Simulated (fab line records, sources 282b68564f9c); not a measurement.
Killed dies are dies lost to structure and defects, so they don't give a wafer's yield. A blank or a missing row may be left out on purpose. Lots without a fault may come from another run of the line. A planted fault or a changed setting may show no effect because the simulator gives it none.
A struck lot beside a sound one | flow rit_cmos | 44 steps out of a route of 202
Sound: wafers L120.1, L120.3, L120.6. Struck: wafers L126.1, L126.2, L126.5. The cause comes at the end.
At each step with rows: each side's tool, then ch and its chambers, then its first start. Under that, the readings that differ: sound wafers | struck wafers | difference of the means | sigmas: that difference in standard deviations of wafers without a fault.
alike: readings whose means differ by less than 2 such deviations, and words and numbers that are the same on both sides. not compared: withheld readings, readings that some wafer has no value for, bounds like >300 that may hide the same value, and numbers for which the record gives no deviation and whose values overlap.
The two part at a step that has a row with sigmas, a row that says differs or no value, or rows on one side only. Numbers that don't overlap but have no deviation are shown without sigmas and don't part them. A reading that every wafer of one side lacks parts them only if that side has two wafers or more.

first, 1 step without rows for these wafers: RIT_PRETRO_IMPLANT_08.
RIT_PRETRO_STRIP_09: strips in O2, time 180 s.
  sound on plasma_asher-01 ch 0,1, day 3 12:26; struck on plasma_asher-02 ch 0,1, day 4 18:29
  alike: drypump_motor_current_A
  not compared: rf_hours_counter_h
RIT_PRETRO_TW_MEAS_10:
  sound on film_metro-02, day 3 12:37; struck on film_metro-01, day 4 18:40
  alike: PRETRO_TW
then, 5 steps without rows for these wafers: RIT_GATE_WET_ETCH_00 (etches SiO2 in BOE, target depth 56 nm, time 60 s); RIT_GATE_CLEAN_01 (cleans in SC1, time 600 s); RIT_GATE_CLEAN_02 (cleans in dHF, time 30 s); RIT_GATE_CLEAN_03 (cleans in SC2, time 600 s); RIT_GATE_CLEAN_04 (cleans in dHF, time 60 s).
RIT_FOX2_THK_MEAS_91:
  sound on film_metro-03, day 3 13:05; struck on film_metro-04, day 4 19:10
  alike: FIELD_OXIDE_LEFT_2_THK
then, 2 steps without rows for these wafers: RIT_GATE_OXIDATION_05 (target thk 3 nm, ox time 270 s); RIT_GATE_ANNEAL_06 (time 600 s).
RIT_GATE_THK_MEAS_07:
  sound on film_metro-02, day 3 17:56; struck on film_metro-02, day 4 21:15
  alike: GATE_OXIDE_THK
RIT_GATE_CVD_08: deposits poly-Si from SiH4, target thk 250 nm, time 2220 s.
  sound on lpcvd-01 ch 1, day 3 18:00; struck on lpcvd-01 ch 1, day 4 22:42
  reading                                  | sound             | struck            | difference | sigmas
  model.poly-Si_of_GATE_CVD_08.thk_nm (nm) | 247.1 246.5 249.1 | 170.1 170.6 170.8 | -77.1      |
  alike: spike_tc_load_C, susceptor_temp_C
RIT_GATE_THK_MEAS_09:
  sound on film_metro-04, day 3 19:37; struck on film_metro-04, day 5 00:19
  reading            | sound             | struck            | difference | sigmas
  GATE_POLY_THK (nm) | 247.2 246.6 249.4 | 169.9 170.5 170.9 | -77.3      | -35
then, 6 steps without rows for these wafers: RIT_GATE_HMDS_10 (prime time 60 s); RIT_GATE_COAT_11 (resist thk 850 nm); RIT_GATE_SOFTBAKE_12 (time 60 s); RIT_GATE_EXPOSE_13 (exposes mask M6, target cd 150 nm); RIT_GATE_PEB_14; RIT_GATE_DEVELOP_15 (develop time 50 s).
RIT_GATE_CD_MEAS_16: target cd 150 nm.
  sound on cd_sem-02, day 3 20:43; struck on cd_sem-01, day 5 01:23
  alike: cd_nm
RIT_GATE_OVL_MEAS_17:
  sound on overlay-01, day 3 20:50; struck on overlay-01, day 5 01:30
  alike: GATE_OVL
then, 1 step without rows for these wafers: RIT_GATE_HARDBAKE_18 (time 60 s).
RIT_GATE_ETCH_19: etches poly-Si in SF6/CHF3/O2, stops on SiO2, time 165 s, target depth 312.5 nm.
  sound on rie_si-01 ch 1,3, day 3 21:05; struck on rie_si-01 ch 2,3, day 5 01:41
  reading                          | sound             | struck            | difference | sigmas
  oes_product_au (a.u.)            | 0.838 0.862 0.861 | 0.684 0.648 0.649 | -0.193     | -15
  model.GATE.feature_depth_nm (nm) | 247.1 246.5 249.1 | 170.1 170.6 170.8 | -77.1      |
  model.etch.depth_nm (nm)         | 247.1 246.5 249.1 | 170.1 170.6 170.8 | -77.1      |
  alike: drypump_motor_current_A, rf_fwd_power_W, throttle_valve_pct
  not compared: rf_hours_counter_h
RIT_GATE_STRIP_20: strips in O2, time 180 s.
  sound on plasma_asher-01 ch 1, day 3 21:12; struck on plasma_asher-03 ch 0,1, day 5 01:47
  alike: drypump_motor_current_A
  not compared: rf_hours_counter_h
RIT_GATE_CD_MEAS_90: target cd 150 nm.
  sound on cd_sem-02, day 3 21:22; struck on cd_sem-02, day 5 01:58
  alike: cd_nm
then, 4 steps without rows for these wafers: RIT_REOX_CLEAN_00 (cleans in SC1, time 600 s); RIT_REOX_CLEAN_01 (cleans in dHF, time 30 s); RIT_REOX_CLEAN_02 (cleans in SC2, time 600 s); RIT_REOX_OXIDATION_03 (target thk 25.2 nm, ox time 5580 s).
RIT_REOX_THK_MEAS_04:
  sound on film_metro-01, day 4 04:13; struck on film_metro-03, day 5 05:10
  alike: REOX_OXIDE_THK
then, 6 steps without rows for these wafers: RIT_NLDD_HMDS_00 (prime time 60 s); RIT_NLDD_COAT_01 (resist thk 1000 nm); RIT_NLDD_SOFTBAKE_02 (time 60 s); RIT_NLDD_EXPOSE_03 (exposes mask M7, target cd 40700 nm); RIT_NLDD_PEB_04; RIT_NLDD_DEVELOP_05 (develop time 50 s).
RIT_NLDD_OVL_MEAS_06:
  sound on overlay-02, day 4 05:15; struck on overlay-02, day 5 06:12
  alike: NLDD_OVL
then, 2 steps without rows for these wafers: RIT_NLDD_HARDBAKE_07 (time 60 s); RIT_NLDD_IMPLANT_08.
RIT_NLDD_STRIP_09: strips in O2, time 180 s.
  sound on plasma_asher-04 ch 0,1, day 4 05:35; struck on plasma_asher-02 ch 0,1, day 5 06:32
  alike: drypump_motor_current_A
  not compared: rf_hours_counter_h
RIT_NLDD_TW_MEAS_10:
  sound on film_metro-03, day 4 05:46; struck on film_metro-03, day 5 06:43
  alike: NLDD_TW
RIT_SDANNEAL_CLEAN_02: cleans in SC2, time 600 s.
  sound on wet_bench-03 ch 3, day 4 13:08; struck on wet_bench-03 ch 0, day 5 14:15
  reading                                  | sound             | struck            | difference | sigmas
  bath_heat_duty_pct (%)                   | 13.4 14.7 13.9    | 18.4 17.8 18.3    | +4.2       | +3
  model.poly-Si_of_GATE_CVD_08.thk_nm (nm) | 158.5 158.1 161.1 | 82.81 84.13 83.42 | -75.78     |
  alike: temp_c
RIT_M1_PROBE_99:
  sound on prober-01, day 4 20:54; struck on prober-01, day 5 22:02
  alike: killed_at_front_end, killed_dies, killed_open, killed_short

WHERE THEY PART
First at RIT_GATE_THK_MEAS_09; last, within this record, at RIT_SDANNEAL_CLEAN_02. Later steps at which nothing parts them and some readings are alike: RIT_M1_PROBE_99.

WHY: what the simulator had put in
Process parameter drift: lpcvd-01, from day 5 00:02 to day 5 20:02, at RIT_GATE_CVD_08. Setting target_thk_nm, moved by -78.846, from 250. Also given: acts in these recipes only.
